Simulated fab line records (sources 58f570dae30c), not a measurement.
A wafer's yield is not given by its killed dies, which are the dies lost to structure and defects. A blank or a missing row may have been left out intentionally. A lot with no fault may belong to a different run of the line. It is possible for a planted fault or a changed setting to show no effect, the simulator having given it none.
Split-lot study :: flow berkeley_cmos170 :: 5 lots, 23 wafers read, on a route of 331 steps

ABOUT THE SPLIT
At UCB170_NWELL_IMPLANT_14, the setting energy_kev was moved away from the recipe's 150 on 8 of the 23 wafers read, by -4.3% to +1.9%. The other wafers ran this setting at the recipe's value.

The split's own step is where the reading is taken.

THE READING
The simulator's own value implant.drp_nm, read by no gauge, in nm at UCB170_NWELL_IMPLANT_14. No usual value for it is given in the file.

wafer: L077.1
tool, chamber at the split: implanter-02, 0
energy_kev as run: 150
against the recipe: recipe
implant.drp_nm, nm: 62.72
against lot-mates on the recipe: -

wafer: L077.3
tool, chamber at the split: implanter-02, 0
energy_kev as run: 150
against the recipe: recipe
implant.drp_nm, nm: 62.72
against lot-mates on the recipe: -

wafer: L077.6
tool, chamber at the split: implanter-02, 0
energy_kev as run: 150
against the recipe: recipe
implant.drp_nm, nm: 62.72
against lot-mates on the recipe: -

wafer: L077.2
tool, chamber at the split: implanter-02, 0
energy_kev as run: 152.9
against the recipe: +1.9%
implant.drp_nm, nm: 63.64
against lot-mates on the recipe: +0.92

wafer: L077.4
tool, chamber at the split: implanter-02, 0
energy_kev as run: 152.9
against the recipe: +1.9%
implant.drp_nm, nm: 63.64
against lot-mates on the recipe: +0.92

wafer: L076.1
tool, chamber at the split: implanter-01, 0
energy_kev as run: 145.9
against the recipe: -2.7%
implant.drp_nm, nm: 61.39
against lot-mates on the recipe: -1.33

wafer: L076.4
tool, chamber at the split: implanter-01, 0
energy_kev as run: 145.9
against the recipe: -2.7%
implant.drp_nm, nm: 61.39
against lot-mates on the recipe: -1.33

wafer: L076.6
tool, chamber at the split: implanter-01, 0
energy_kev as run: 145.9
against the recipe: -2.7%
implant.drp_nm, nm: 61.39
against lot-mates on the recipe: -1.33

wafer: L076.2
tool, chamber at the split: implanter-01, 0
energy_kev as run: 150
against the recipe: recipe
implant.drp_nm, nm: 62.72
against lot-mates on the recipe: -

wafer: L076.5
tool, chamber at the split: implanter-01, 0
energy_kev as run: 150
against the recipe: recipe
implant.drp_nm, nm: 62.72
against lot-mates on the recipe: -

wafer: L079.1
tool, chamber at the split: implanter-03, 0
energy_kev as run: 150
against the recipe: recipe
implant.drp_nm, nm: 62.72
against lot-mates on the recipe: -

wafer: L079.3
tool, chamber at the split: implanter-03, 0
energy_kev as run: 150
against the recipe: recipe
implant.drp_nm, nm: 62.72
against lot-mates on the recipe: -

wafer: L079.4
tool, chamber at the split: implanter-03, 0
energy_kev as run: 150
against the recipe: recipe
implant.drp_nm, nm: 62.72
against lot-mates on the recipe: -

wafer: L079.5
tool, chamber at the split: implanter-03, 0
energy_kev as run: 150
against the recipe: recipe
implant.drp_nm, nm: 62.72
against lot-mates on the recipe: -

wafer: L079.6
tool, chamber at the split: implanter-03, 0
energy_kev as run: 150
against the recipe: recipe
implant.drp_nm, nm: 62.72
against lot-mates on the recipe: -

wafer: L081.1
tool, chamber at the split: implanter-02, 0
energy_kev as run: 143.6
against the recipe: -4.3%
implant.drp_nm, nm: 60.62
against lot-mates on the recipe: -2.10

wafer: L081.3
tool, chamber at the split: implanter-02, 0
energy_kev as run: 143.6
against the recipe: -4.3%
implant.drp_nm, nm: 60.62
against lot-mates on the recipe: -2.10

wafer: L081.5
tool, chamber at the split: implanter-02, 0
energy_kev as run: 143.6
against the recipe: -4.3%
implant.drp_nm, nm: 60.62
against lot-mates on the recipe: -2.10

wafer: L081.2
tool, chamber at the split: implanter-02, 0
energy_kev as run: 150
against the recipe: recipe
implant.drp_nm, nm: 62.72
against lot-mates on the recipe: -

wafer: L081.6
tool, chamber at the split: implanter-02, 0
energy_kev as run: 150
against the recipe: recipe
implant.drp_nm, nm: 62.72
against lot-mates on the recipe: -

wafer: L083.1
tool, chamber at the split: implanter-02, 0
energy_kev as run: 150
against the recipe: recipe
implant.drp_nm, nm: 62.72
against lot-mates on the recipe: -

wafer: L083.2
tool, chamber at the split: implanter-02, 0
energy_kev as run: 150
against the recipe: recipe
implant.drp_nm, nm: 62.72
against lot-mates on the recipe: -

wafer: L083.5
tool, chamber at the split: implanter-02, 0
energy_kev as run: 150
against the recipe: recipe
implant.drp_nm, nm: 62.72
against lot-mates on the recipe: -

THE FIT
A straight line over all 23 wafers: implant.drp_nm changes by +0.489 nm for each +1% of energy_kev; r = +1.00; the points scatter about the line by 0.0091 nm.
The same after taking each lot's own level away (the mean of its wafers on the recipe; 23 wafers): +0.489 nm for each +1%; r = +1.00; scatter 0.0091 nm.
On that fit, the largest move of energy_kev shifts the reading by 2.1 nm.
The lots' own levels span 62.720 to 62.720 nm.
The two slopes agree, so the slope changes little with the lot-to-lot level.
Check: -2.08 nm against its lot-mates is what the line predicts for one of the wafers moved furthest among these (-4.3%) when that wafer is left out of the fit. It came out at -2.1 nm against them.

ADDITIONAL SPLITS CARRIED BY THESE WAFERS
Before the reading, these wafers also passed through other splits. Each is held against what the fit with the lots' levels taken away leaves over:
other split on the same wafers: UCB170_START_OXIDATION_02 ox_time_s
wafers away from the commonest value: 18
r with implant.drp_nm (lot level and that fit taken away): -0.19

THE WHOLE CHAIN: every reading that the file lists as answering this split, in the file's order
step: UCB170_NWELL_IMPLANT_14
what it does: 
reading: implant.rp_nm (the simulator's own value, which no gauge read)
change (the file's fit): +1.95 nm for each +1% of the setting
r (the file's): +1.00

step: UCB170_NWELL_IMPLANT_14
what it does: 
reading: implant.drp_nm (the simulator's own value, which no gauge read)
change (the file's fit): +0.49 nm for each +1% of the setting
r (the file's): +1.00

FILE'S OWN FIT
implant.drp_nm changes by +0.49 nm for each +1% of energy_kev, r = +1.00.
